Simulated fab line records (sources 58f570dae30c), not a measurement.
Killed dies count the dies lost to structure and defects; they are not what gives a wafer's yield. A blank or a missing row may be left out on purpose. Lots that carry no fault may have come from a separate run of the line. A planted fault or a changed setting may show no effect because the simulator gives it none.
Comparing a struck lot with a sound one    flow berkeley_cmos170    17 out of 331 route steps
Sound: the wafers L565.2, L565.4, L565.6. Struck: wafers L574.1, L574.2, L574.4. At the end, the cause is stated.
For every step that has rows: the tool of each side, followed by ch and its chambers, followed by its first start. Under that, the readings that differ: sound wafers    struck wafers    difference of the means    sigmas: that difference in standard deviations of wafers without a fault.
alike: same words and numbers on both sides, and readings whose means sit less than 2 such deviations apart. not compared: any withheld reading, any reading some wafer has no value for, any bound like >300 that may hide the same value, and any number with overlapping values for which the record gives no deviation.
Wherever a step has rows on one side only, a row that says differs or no value, or a row with sigmas, the two part there. Non-overlapping numbers with no deviation appear without sigmas and do not part them. A reading missing from all wafers of one side parts the sides only when that side holds two or more wafers.

first, 5 steps without rows for these wafers: UCB170_WELLDRIVE_ANNEAL_03 (time 900 s); UCB170_WELLDRIVE_WET_ETCH_04 (etches SiO2 in BOE, time 120 s); UCB170_ACTIVE_CLEAN_00 (cleans in SPM, time 600 s); UCB170_ACTIVE_CLEAN_01 (cleans in dHF, time 60 s); UCB170_ACTIVE_OXIDATION_02 (target thk 26.4 nm, ox time 1260 s).
UCB170_ACTIVE_THK_MEAS_03:
  struck on film_metro-03, day 6 20:29; sound on film_metro-02, day 4 17:09
  alike: ACTIVE_OXIDE_THK
then, 2 steps without rows for these wafers: UCB170_ACTIVE_ANNEAL_04 (time 900 s); UCB170_ACTIVE_CVD_05 (deposits Si3N4 from SiH2Cl2/NH3, target thk 220 nm, time 3300 s).
UCB170_ACTIVE_THK_MEAS_06:
  struck on film_metro-02, day 7 04:25; sound on film_metro-02, day 5 01:25
  alike: ACTIVE_NITRIDE_THK
then, 3 steps without rows for these wafers: UCB170_ACTIVE_HMDS_07 (prime time 60 s); UCB170_ACTIVE_COAT_08 (resist thk 900 nm); UCB170_ACTIVE_SOFTBAKE_09 (time 60 s).
UCB170_ACTIVE_EXPOSE_10: exposes mask ACTIVE, target cd 1200 nm.
  sound on krf_scanner-01 ch 0, day 5 02:27; struck on krf_scanner-02 ch 0, day 7 05:09
reading  sound                       struck                               difference  sigmas
mask     ACTIVE#0 ACTIVE#0 ACTIVE#0  ACTIVE_R1#0 ACTIVE_R1#0 ACTIVE_R1#0  differs     
then, 2 steps without rows for these wafers: UCB170_ACTIVE_PEB_11; UCB170_ACTIVE_DEVELOP_12 (develop time 45 s).
UCB170_ACTIVE_CD_MEAS_13: the cd target is 1200 nm.
  struck on cd_sem-02, day 7 06:01; sound on cd_sem-01, day 5 03:03
reading     sound                 struck                difference  sigmas
cd_nm (nm)  1201.9 1202.9 1201.9  1286.1 1286.0 1286.2  +83.9       +56
  not compared: hold
UCB170_M3_PROBE_99:
  the record has rows for the sound wafers here (prober-02, day 9 05:21) and none for the struck ones

WHERE THEY PART
Earliest at UCB170_ACTIVE_EXPOSE_10; latest, in this record, at UCB170_M3_PROBE_99.

WHY: the cause the simulator had injected
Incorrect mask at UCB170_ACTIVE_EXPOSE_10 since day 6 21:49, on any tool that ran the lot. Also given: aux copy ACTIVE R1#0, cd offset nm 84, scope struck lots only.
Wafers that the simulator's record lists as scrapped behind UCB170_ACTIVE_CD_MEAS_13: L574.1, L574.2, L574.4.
